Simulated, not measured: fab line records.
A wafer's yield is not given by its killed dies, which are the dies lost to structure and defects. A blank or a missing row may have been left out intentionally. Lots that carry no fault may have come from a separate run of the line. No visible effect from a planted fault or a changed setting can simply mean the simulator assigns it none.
Struck lot and sound lot, side by side / flow berkeleyCmos170 / 22 steps out of a route of 331
Sound: these wafers, L529.1, L529.3, L529.6. Struck: wafers L536.2, L536.4, L536.5. Last of all comes the cause.
At each step with rows: each side's tool, then ch and its chambers, then its first start. Under that, the readings that differ: sound wafers / struck wafers / difference of the means / sigmas: that difference in standard deviations of wafers without a fault.
alike: readings whose means differ by less than 2 such deviations, and words and numbers that are the same on both sides. not compared: withheld readings, readings that some wafer has no value for, bounds like >300 that may hide the same value, and numbers for which the record gives no deviation and whose values overlap.
Wherever a step has rows on one side only, a row that says differs or no value, or a row with sigmas, the two part there. Numbers that have no deviation but don't overlap get no sigmas and don't part them. A reading missing from all wafers of one side parts the sides only when that side holds two or more wafers.

UCB170_NWELL_ETCH_13: etches Si3N4 in CH3F/Ar/O2, stops on SiO2, target depth 246.4 nm, time 154 s.
  sound on rieDiel-02 ch 1,2,3, day 2 16:29; struck on rieDiel-03 ch 1,2,3, day 4 03:53
  alike: drypumpMotorCurrentA, mfcArSccm, oesProductAu, throttleValvePct
  not compared: rfHoursCounterH
following that, these wafers have no rows for 1 step: UCB170_NWELL_IMPLANT_14.
UCB170_NWELL_STRIP_15: strips in O2.
  sound on plasmaAsher-02 ch 0,1, day 2 16:44; struck on plasmaAsher-02 ch 1, day 4 04:09
reading=stripTimeToEndpointS (s); sound=17.85 17.90 17.91; struck=18.16 18.04 18.16; difference=+0.23; sigmas=+2
  alike: drypumpMotorCurrentA, oesProductAu
  not compared: rfHoursCounterH
UCB170_NWELL_TW_MEAS_16:
  struck on filmMetro-04, day 4 04:16; sound on filmMetro-01, day 2 16:50
  alike: NWELL_TW
then, 6 steps without rows for these wafers: UCB170_NWELL_CLEAN_17 (cleans in SPM, time 600 s); UCB170_NWELL_WET_ETCH_18 (etches Si3N4 in H3PO4, time 14400 s); UCB170_NWELL_WET_ETCH_19 (etches SiO2 in BOE, time 22 s); UCB170_PWELL_CLEAN_00 (cleans in SPM, time 600 s); UCB170_PWELL_CLEAN_01 (cleans in dHF, time 60 s); UCB170_PWELL_OXIDATION_02 (target thk 26.4 nm, ox time 1260 s).
UCB170_PWELL_THK_MEAS_03:
  struck on filmMetro-01, day 4 11:59; sound on filmMetro-02, day 3 02:51
  alike: PWELL_OXIDE_THK
then, 1 step without rows for these wafers: UCB170_PWELL_ANNEAL_04 (time 900 s).
UCB170_PWELL_CVD_05: deposits Si3N4 from SiH2Cl2/NH3, target thk 220 nm, time 3300 s.
  sound on lpcvd-01 ch 1, day 3 07:58; struck on lpcvd-02 ch 0, day 4 17:18
reading=spikeTcCentreC (C); sound=804.5 804.5 803.4; struck=820.2 822.5 821.0; difference=+17.1; sigmas=+13
reading=spikeTcLoadC (C); sound=826.9 824.5 826.4; struck=842.5 840.7 840.0; difference=+15.1; sigmas=+9
reading=spikeTcSourceC (C); sound=824.6 824.2 824.4; struck=842.7 843.8 840.7; difference=+18.0; sigmas=+9
reading=susceptorTempC (C); sound=800.4 800.2 799.4; struck=818.2 817.9 818.7; difference=+18.3; sigmas=+49
reading=model.Si3N4_of_PWELL_CVD_05.thkNm (nm); sound=221.4 221.8 221.5; struck=304.4 304.6 305.8; difference=+83.4; sigmas=
UCB170_PWELL_THK_MEAS_06:
  struck on filmMetro-04, day 4 20:25; sound on filmMetro-01, day 3 10:01
reading=PWELL_NITRIDE_THK (nm); sound=221.4 221.6 221.5; struck=304.2 304.7 305.9; difference=+83.4; sigmas=+35
  not compared: hold
then, 5 steps without rows for these wafers: UCB170_PWELL_COAT_08 (resist thk 900 nm); UCB170_PWELL_SOFTBAKE_09 (time 60 s); UCB170_PWELL_EXPOSE_10 (exposes mask PWELL, target cd 3000 nm); UCB170_PWELL_PEB_11; UCB170_PWELL_DEVELOP_12 (develop time 45 s).
UCB170_PWELL_OVL_MEAS_13:
  struck on overlay-02, day 5 00:38; sound on overlay-02, day 3 11:15
  alike: PWELL_OVL
UCB170_PWELL_ETCH_14: etches Si3N4 in CH3F/Ar/O2, stops on SiO2, target depth 242 nm, time 151 s.
  sound on rieDiel-01 ch 1,2, day 3 11:17; struck on rieDiel-04 ch 0,3, day 5 00:40
reading=oesProductAu (a.u.); sound=0.946 0.941 0.940; struck=1.007 0.992 0.990; difference=+0.054; sigmas=+4
reading=model.etch.depthNm (nm); sound=221.4 221.8 221.5; struck=245.9 247 245.5; difference=+24.6; sigmas=
  alike: drypumpMotorCurrentA, mfcArSccm, throttleValvePct
  not compared: rfHoursCounterH
following that, these wafers have no rows for 1 step: UCB170_PWELL_IMPLANT_15.

== WHERE THEY PART ==
At UCB170_NWELL_STRIP_15 first; at UCB170_PWELL_ETCH_14 last (within this record only).

WHY: whatever the simulator had introduced
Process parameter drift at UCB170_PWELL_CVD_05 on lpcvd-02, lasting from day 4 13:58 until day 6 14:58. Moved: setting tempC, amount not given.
